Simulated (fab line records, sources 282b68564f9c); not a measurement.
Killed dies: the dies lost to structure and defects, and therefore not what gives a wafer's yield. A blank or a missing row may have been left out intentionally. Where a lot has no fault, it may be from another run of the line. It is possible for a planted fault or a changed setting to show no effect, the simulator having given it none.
A struck lot beside a sound one || flow rit-cmos || 44 out of 202 route steps
Sound: wafers L571.2, L571.3, L571.5. Wafers struck: L574.4, L574.5, L574.6. The cause is given at the end.
Each step with rows lists, per side, the tool, then ch with its chambers, then its first start. Under that, the readings that differ: sound wafers || struck wafers || difference of the means || sigmas: that difference in standard deviations of wafers without a fault.
alike: readings whose means differ by less than 2 such deviations, and words and numbers that are the same on both sides. not compared: withheld readings, readings that some wafer has no value for, bounds like >300 that may hide the same value, and numbers for which the record gives no deviation and whose values overlap.
The two part at a step that has a row with sigmas, a row that says differs or no value, or rows on one side only. When numbers do not overlap yet have no deviation, they are printed without sigmas and do not part them. A reading missing from all wafers of one side parts the sides only when that side holds two or more wafers.

first, 3 steps without rows for these wafers: RIT_REOX_CLEAN_01 (cleans in dHF, time 30.56 s); RIT_REOX_CLEAN_02 (cleans in SC2, time 600 s); RIT_REOX_OXIDATION_03 (target thk 25.2 nm, ox time 5580 s).
RIT_REOX_THK_MEAS_04:
  sound on film-metro-01 at day 4 19:23; struck on film-metro-01 at day 5 09:51
  alike: REOX_OXIDE_THK
then, 6 steps without rows for these wafers: RIT_NLDD_HMDS_00 (prime time 60 s); RIT_NLDD_COAT_01 (resist thk 1000 nm); RIT_NLDD_SOFTBAKE_02 (time 60 s); RIT_NLDD_EXPOSE_03 (exposes mask M7, target cd 40700 nm); RIT_NLDD_PEB_04; RIT_NLDD_DEVELOP_05 (develop time 50 s).
RIT_NLDD_OVL_MEAS_06:
  sound on overlay-01 at day 4 20:31; struck on overlay-02 at day 5 11:02
  alike: NLDD_OVL
then, 1 step without rows for these wafers: RIT_NLDD_HARDBAKE_07 (time 60 s).
RIT_NLDD_IMPLANT_08:
  sound on implanter-03 ch 0, day 4 20:45; struck on implanter-04 ch 0, day 5 11:17
{"reading": "dose-ions-cm2", "sound": "5e+14 5.01e+14 5.004e+14", "struck": "6.502e+14 6.498e+14 6.506e+14", "difference": "+1.497e+14", "sigmas": "+99 or more"}
{"reading": "faraday-current-uA", "sound": "1640 1601 1632", "struck": "2002 2019 2060", "difference": "+403", "sigmas": "+13"}
  alike: beam-energy-keV
RIT_NLDD_STRIP_09: strips in O2, time 180 s.
  sound on plasma-asher-02 ch 0,1, day 4 20:53; struck on plasma-asher-04 ch 0,1, day 5 11:25
  alike: drypump-motor-current-A
  not compared: rf-hours-counter-h
RIT_NLDD_TW_MEAS_10:
  sound on film-metro-03 at day 4 21:04; struck on film-metro-04 at day 5 11:34
{"reading": "NLDD_TW", "sound": "2506 2503 2511", "struck": "2646 2625 2644", "difference": "+132", "sigmas": "+9"}
then, 6 steps without rows for these wafers: RIT_PLDD_HMDS_00 (prime time 60 s); RIT_PLDD_COAT_01 (resist thk 1000 nm); RIT_PLDD_SOFTBAKE_02 (time 60 s); RIT_PLDD_EXPOSE_03 (exposes mask M8, target cd 40900 nm); RIT_PLDD_PEB_04; RIT_PLDD_DEVELOP_05 (develop time 50 s).
RIT_PLDD_OVL_MEAS_06:
  sound on overlay-02 at day 4 22:06; struck on overlay-01 at day 5 12:28
  alike: PLDD_OVL
then, 2 steps without rows for these wafers: RIT_PLDD_HARDBAKE_07 (time 60 s); RIT_PLDD_IMPLANT_08.
RIT_PLDD_STRIP_09: strips in O2, time 180 s.
  sound on plasma-asher-02 ch 0,1, day 4 22:26; struck on plasma-asher-04 ch 0,1, day 5 12:50
  alike: drypump-motor-current-A
  not compared: rf-hours-counter-h
RIT_PLDD_TW_MEAS_10:
  sound on film-metro-02 at day 4 22:37; struck on film-metro-03 at day 5 12:59
  alike: PLDD_TW
then, 4 steps without rows for these wafers: RIT_SPACER_CLEAN_00 (cleans in SC1, time 600 s); RIT_SPACER_CLEAN_01 (cleans in dHF, time 30 s); RIT_SPACER_CLEAN_02 (cleans in SC2, time 600 s); RIT_SPACER_CVD_03 (deposits Si3N4 from SiH2Cl2/NH3, target thk 250 nm, time 3300 s).
RIT_SPACER_THK_MEAS_04:
  sound on film-metro-03 at day 5 01:01; struck on film-metro-03 at day 5 15:21
  alike: SPACER_NITRIDE_THK
RIT_SPACER_ETCHBACK_05: etches Si3N4 in SF6/CHF3, stops on SiO2, target depth 250 nm, time 240 s.
  sound on rie-diel-02 ch 1,2, day 5 01:04; struck on rie-diel-02 ch 1,2, day 5 15:23
  alike: drypump-motor-current-A, oes-product-au, throttle-valve-pct
  not compared: rf-hours-counter-h
then, 6 steps without rows for these wafers: RIT_NSD_HMDS_00 (prime time 60 s); RIT_NSD_COAT_01 (resist thk 1000 nm); RIT_NSD_SOFTBAKE_02 (time 60 s); RIT_NSD_EXPOSE_03 (exposes mask M9, target cd 40700 nm); RIT_NSD_PEB_04; RIT_NSD_DEVELOP_05 (develop time 50 s).
RIT_NSD_OVL_MEAS_06:
  sound on overlay-01 at day 5 02:05; struck on overlay-01 at day 5 16:31
  alike: NSD_OVL
then, 2 steps without rows for these wafers: RIT_NSD_HARDBAKE_07 (time 60 s); RIT_NSD_IMPLANT_08.
RIT_NSD_STRIP_09: strips in O2, time 180 s.
  sound on plasma-asher-01 ch 0,1, day 5 02:25; struck on plasma-asher-03 ch 0,1, day 5 16:54
  alike: drypump-motor-current-A
  not compared: rf-hours-counter-h
RIT_SDANNEAL_RS_MEAS_07: measurement is done with a four-point probe.
  sound on film-metro-02 at day 5 05:02; struck on film-metro-02 at day 5 19:28
{"reading": "NLDD_RS (ohm/sq)", "sound": "150.7 150.7 150.8", "struck": "122.9 123.1 122.7", "difference": -27.8, "sigmas": -46}
RIT_M1_PROBE_99:
  sound on prober-02 at day 5 12:14; struck on prober-01 at day 6 02:41
{"reading": "model.etest.nmos_0p3.r-on-ohm-um", "sound": "2123 2164 2104", "struck": "2020 2020 1977", "difference": -125, "sigmas": ""}
{"reading": "model.etest.nmos_0p15.r-on-ohm-um", "sound": "1131 1168 1115", "struck": "1010 1010 971.3", "difference": -141, "sigmas": ""}
{"reading": "model.etest.nldd.rs-ohm-sq", "sound": "390 397.6 386.7", "struck": "288.1 284.4 282.6", "difference": -106.4, "sigmas": ""}
{"reading": "model.etest.nmos-turned.drive-ua-um", "sound": "302.7 298.5 311.2", "struck": "367.8 376.4 385.4", "difference": "+72.4", "sigmas": ""}
{"reading": "model.etest.nmos_0p15.drive-ua-um", "sound": "463.8 465.1 469.2", "struck": "494.4 506.9 511.1", "difference": "+38.1", "sigmas": ""}
{"reading": "model.etest.nldd.line-ohm-um", "sound": "127.1 127.7 125.2", "struck": "91.34 89.72 88.69", "difference": -36.75, "sigmas": ""}
{"reading": "model.etest.nmos_0p15.swing-mv-dec", "sound": "85.02 84.65 84.93", "struck": "86.24 86.37 86.19", "difference": "+1.40", "sigmas": ""}
{"reading": "model.etest.nmos_0p15.off-log10-a-um", "sound": "-10.28 -10.32 -10.05", "struck": "-9.873 -9.685 -9.638", "difference": "+0.485", "sigmas": ""}
  alike: killed-at-front-end, killed-dies, killed-open, killed-short

## WHERE THEY PART
Earliest at RIT_NLDD_IMPLANT_08; latest, in this record, at RIT_SDANNEAL_RS_MEAS_07. Later steps at which nothing parts them and some readings are alike: RIT_M1_PROBE_99.

WHY: what the simulator had put in
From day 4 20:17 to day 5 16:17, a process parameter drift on implanter-04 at RIT_NLDD_IMPLANT_08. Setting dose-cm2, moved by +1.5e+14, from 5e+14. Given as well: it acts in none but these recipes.
